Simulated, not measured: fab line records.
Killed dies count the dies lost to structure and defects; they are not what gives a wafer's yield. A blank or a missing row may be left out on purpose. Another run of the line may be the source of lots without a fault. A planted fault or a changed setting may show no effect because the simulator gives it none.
The tool behind it: which one? | flow berkeley cmos170 | 21 wafers sampled from 7 lots at 1 step of a route of 331

== WHAT THE GAUGES READ, wafer by wafer ==
UCB170_START_BOW_MEAS_00.
lot  | measured    | on            | INCOMING_BOW (um)
L628 | day 2 01:00 | film metro-01 | -2 -1 16
L631 | day 2 16:02 | film metro-02 | -2 -3 9
L633 | day 3 02:00 | film metro-03 | 1 -14 -9
L635 | day 3 12:00 | film metro-02 | -2 -4 1
L638 | day 4 03:01 | film metro-03 | 3 11 -6
L641 | day 4 18:00 | film metro-01 | 4 7 2
L646 | day 5 19:02 | film metro-03 | 4 4 8

== WHICH TOOL RAN EACH LOT (tool, then ch and the chambers of the sampled wafers, then the start) ==
No process step before these readings appears in the record.

== THE ANSWER, worked out from the rows above alone ==
Rule: what is usual is taken from the lots themselves. Put in order of their means at a reading, lots are off if they are a third of the lots or fewer, leave a main group of 4 or more, and stand apart from it by a gap of 3 or more times the standard deviation of the main group's means; of several such gaps the widest counts. A main group whose means are all the same, to the digits that the tables above print for the reading, isn't used. A lot without any number at a reading at which 4 lots or more have one is off too. Any other lot the step has rows for is counted as sound.
No lot is off at any reading shown: from this, nothing can be told.

== WHAT WAS PUT IN BY THE SIMULATOR ==
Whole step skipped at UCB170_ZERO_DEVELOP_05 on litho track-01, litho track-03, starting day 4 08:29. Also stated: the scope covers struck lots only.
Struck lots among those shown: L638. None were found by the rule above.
